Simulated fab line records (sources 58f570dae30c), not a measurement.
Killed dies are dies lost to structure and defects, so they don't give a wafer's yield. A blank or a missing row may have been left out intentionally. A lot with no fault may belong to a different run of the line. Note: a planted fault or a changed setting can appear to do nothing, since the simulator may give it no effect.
8D (eight disciplines) problem report, filled in by code | flow berkeley cmos170 | the parts of the form that need people (team, actions taken, sign-off) are left out

1. THE ISSUE
Wafers without a fault read 0.5002 Pa, standard deviation 0.0011; chamber pressure pa at UCB170_M2_SPUTTER_01 reads a mean of 0.5246 Pa on 2 wafers belonging to 2 lots. Measured from the usual mean, that is +22 standard deviations.
The step: material Al, target thk 900 nm, time 120 s.
First seen on wafer L990.2, day 11 17:38, on pvd sputter-01. Wafers with a number at this step in the record: 42, from 14 lots. Rule for "out" (also "out of limits"): further than 4 standard deviations from the usual mean. All remaining wafers that have a number are taken as sound.

2. WHAT THIS IS AND IS NOT
question                    | is                  | is not
which readings at this step | chamber pressure pa | throttle valve pct
which lots                  | L990, L991          | L974, L975, L979, L980, L982, L983, L985, L988, L993, L994, L995, L997
which wafers of those lots  | L990.2, L991.5      | L990.4, L990.5, L991.2, L991.3
read on which tools         | pvd sputter-01      | pvd sputter-02, pvd sputter-04
when                        | from day 11 17:38   | up to then (26 sound wafers); but 14 sound wafers of L991, L993, L994, L995, L997 came after

3. WHAT RULES OUT EACH SUSPECT
Counting: any tool at a process step up to the reading remains a suspect provided it ran every lot that is out. Sound lots after the first of them don't rule it out here, since some wafers of a struck lot are sound.
- pvd sputter-01 at UCB170_M2_SPUTTER_01 (material Al, target thk 900 nm, time 120 s): kept. Every lot that is out went through it, the first being L990 (day 11 17:38); the last sound lot it ran before that was L988 (day 11 03:20). Out on those wafers are its own readings of chamber pressure pa.
Remaining after the count: pvd sputter-01 at UCB170_M2_SPUTTER_01.

4. THE CAUSE (what the simulator had put in)
Process parameters drifting: pvd sputter-01 at UCB170_M2_SPUTTER_01, beginning at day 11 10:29. Setting chamber pressure pa shifted by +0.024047 from 0.5. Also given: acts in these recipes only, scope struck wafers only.
This tool alone remained once counting was done.

5. SEQUENCE OF EFFECTS, ordered by route
Rows list readings where the struck wafers' mean (over those with a number) sits beyond 3 standard deviations from the usual. Only readings whose record carries a usual standard deviation are examined. hours: median over the lots of the time between each lot's start at the first step of this table that gives one and its start at this step. sigmas: the change, counted in usual standard deviations.
hours | step                 | reading             | usual     | on struck wafers | change  | sigmas
0     | UCB170_M2_SPUTTER_01 | chamber pressure pa | 0.5002 Pa | 0.5246           | +0.0244 | +22
Process steps it contains:
- UCB170_M2_SPUTTER_01: material Al, target thk 900 nm, time 120 s.

6. WHAT WOULD HAVE CAUGHT IT SOONER
The fault began at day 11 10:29; the first out-of-limits reading in this record came at day 11 17:38, 7 hours later.
